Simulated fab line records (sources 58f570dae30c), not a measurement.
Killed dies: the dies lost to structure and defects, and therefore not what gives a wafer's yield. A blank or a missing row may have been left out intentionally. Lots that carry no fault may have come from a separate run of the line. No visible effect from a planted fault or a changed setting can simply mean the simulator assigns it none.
Split-lot trial	flow berkeleyCmos170	23 wafers read across 5 lots, on a route 331 steps long

== THE SPLIT ==
At UCB170_SCREENOX_OXIDATION_01 (target thk 14.4 nm, ox time 2400 s), the setting oxTimeS was moved away from the recipe's 2400 s on 15 of the 23 wafers read, by -14.0% to +14.1%. For the rest of the wafers, this setting stayed at what the recipe calls for.

The file shows no step between the split and the reading.

== THE READING ==
SCREENOX_OXIDE_THK (nm), taken at UCB170_SCREENOX_THK_MEAS_02. A value of 14.45 nm with a standard deviation of 0.18 nm is what fault-free wafers of this fab line usually give.

wafer	tool, chamber at the split	oxTimeS as run, s	against the recipe	SCREENOX_OXIDE_THK, nm	against lot-mates on the recipe
L074.1	-, -	2400	recipe	14.43	-
L074.2	-, -	2400	recipe	14.80	-
L074.3	-, -	2400	recipe	14.69	-
L074.4	-, -	2400	recipe	14.51	-
L074.6	-, -	2400	recipe	14.35	-
L077.1	-, -	2065	-14.0%	13.18	no lot-mate on the recipe
L077.2	-, -	2065	-14.0%	13.15	no lot-mate on the recipe
L077.3	-, -	2065	-14.0%	13.20	no lot-mate on the recipe
L077.4	-, -	2065	-14.0%	13.11	no lot-mate on the recipe
L077.6	-, -	2065	-14.0%	13.18	no lot-mate on the recipe
L080.2	furnace-01, 0	2400	recipe	14.48	-
L080.3	furnace-01, 0	2400	recipe	14.26	-
L080.6	furnace-01, 0	2400	recipe	14.30	-
L085.1	-, -	2738	+14.1%	15.98	no lot-mate on the recipe
L085.2	-, -	2738	+14.1%	15.87	no lot-mate on the recipe
L085.3	-, -	2738	+14.1%	15.83	no lot-mate on the recipe
L085.4	-, -	2738	+14.1%	15.95	no lot-mate on the recipe
L085.5	-, -	2738	+14.1%	15.94	no lot-mate on the recipe
L084.1	-, -	2148	-10.5%	13.70	no lot-mate on the recipe
L084.2	-, -	2148	-10.5%	13.43	no lot-mate on the recipe
L084.3	-, -	2148	-10.5%	13.41	no lot-mate on the recipe
L084.4	-, -	2148	-10.5%	13.49	no lot-mate on the recipe
L084.6	-, -	2148	-10.5%	13.65	no lot-mate on the recipe

THE FIT
A straight line over all 23 wafers: SCREENOX_OXIDE_THK changes by +0.0971 nm for each +1% of oxTimeS; r = +0.99; the points scatter about the line by 0.13 nm.
Too few moved wafers have a lot-mate on the recipe to fit a line with each lot's own level taken away.

== THE WHOLE CHAIN: every reading that the file lists as answering this split, in the file's order ==
step	what it does	reading	change (the file's fit)	r (the file's)
UCB170_SCREENOX_OXIDATION_01	target thk 14.4 nm, ox time 2400 s	SiO2_of_SCREENOX_OXIDATION_01.thkNm (the simulator's own value, which no gauge read)	+0.0975 nm for each +1% of the setting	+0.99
UCB170_SCREENOX_THK_MEAS_02		SCREENOX_OXIDE_THK	+0.0971 for each +1% of the setting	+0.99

== THE FILE'S OWN FIT ==
SCREENOX_OXIDE_THK changes by +0.0971 nm for each +1% of oxTimeS, r = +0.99.
